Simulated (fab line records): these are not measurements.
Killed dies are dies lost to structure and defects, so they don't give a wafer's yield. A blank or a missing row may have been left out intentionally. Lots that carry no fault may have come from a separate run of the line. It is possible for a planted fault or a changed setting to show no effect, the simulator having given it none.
Split-lot study -- flow berkeleyCmos170 -- 23 wafers read from 5 lots, route of 331 steps

ON THE SPLIT
At UCB170_SCREENOX_OXIDATION_01 (target thk 14.4 nm, ox time 2400 s), the setting tempC was moved away from the recipe's 900 C on 20 of the 23 wafers read, by -2.3% to +2.0%. All remaining wafers had this setting at the recipe value.

Split to reading: the file shows no intervening step.

THE READING
At UCB170_SCREENOX_THK_MEAS_02: SCREENOX_OXIDE_THK, given in nm. A value of 14.45 nm with a standard deviation of 0.18 nm is what fault-free wafers of this fab line usually give.

wafer,"tool, chamber at the split","tempC as run, C",against the recipe,"SCREENOX_OXIDE_THK, nm",against lot-mates on the recipe
L074.1,"-, -",916.2,+1.8%,17.04,no lot-mate on the recipe
L074.2,"-, -",916.2,+1.8%,17.40,no lot-mate on the recipe
L074.3,"-, -",916.2,+1.8%,17.29,no lot-mate on the recipe
L074.4,"-, -",916.2,+1.8%,17.12,no lot-mate on the recipe
L074.5,"-, -",916.2,+1.8%,17.41,no lot-mate on the recipe
L076.1,"-, -",879.7,-2.3%,11.51,no lot-mate on the recipe
L076.3,"-, -",879.7,-2.3%,11.69,no lot-mate on the recipe
L076.4,"-, -",879.7,-2.3%,11.64,no lot-mate on the recipe
L076.5,"-, -",879.7,-2.3%,11.93,no lot-mate on the recipe
L076.6,"-, -",879.7,-2.3%,11.71,no lot-mate on the recipe
L077.1,"-, -",891,-1.0%,13.26,no lot-mate on the recipe
L077.2,"-, -",891,-1.0%,13.23,no lot-mate on the recipe
L077.3,"-, -",891,-1.0%,13.28,no lot-mate on the recipe
L077.4,"-, -",891,-1.0%,13.19,no lot-mate on the recipe
L077.5,"-, -",891,-1.0%,13.48,no lot-mate on the recipe
L080.1,"-, -",917.6,+2.0%,17.35,no lot-mate on the recipe
L080.2,"-, -",917.6,+2.0%,17.31,no lot-mate on the recipe
L080.3,"-, -",917.6,+2.0%,17.10,no lot-mate on the recipe
L080.5,"-, -",917.6,+2.0%,17.17,no lot-mate on the recipe
L080.6,"-, -",917.6,+2.0%,17.14,no lot-mate on the recipe
L079.2,"furnace-01, 0",900,recipe,14.47,-
L079.4,"furnace-01, 0",900,recipe,14.45,-
L079.5,"furnace-01, 0",900,recipe,14.57,-

THE FIT
A straight line over all 23 wafers: SCREENOX_OXIDE_THK changes by +1.35 nm for each +1% of tempC; r = +1.00; the points scatter about the line by 0.17 nm.
Too few moved wafers have a lot-mate on the recipe to fit a line with each lot's own level taken away.

THE WHOLE CHAIN: every reading that the file lists as answering this split, in the file's order
step,what it does,reading,change (the file's fit),r (the file's)
UCB170_SCREENOX_OXIDATION_01,"target thk 14.4 nm, ox time 2400 s","SiO2_of_SCREENOX_OXIDATION_01.thkNm (the simulator's own value, which no gauge read)",+1.35 nm for each +1% of the setting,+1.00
UCB170_SCREENOX_THK_MEAS_02,,SCREENOX_OXIDE_THK,+1.35 for each +1% of the setting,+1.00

FILE'S OWN FIT
SCREENOX_OXIDE_THK changes by +1.35 nm for each +1% of tempC, r = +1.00.
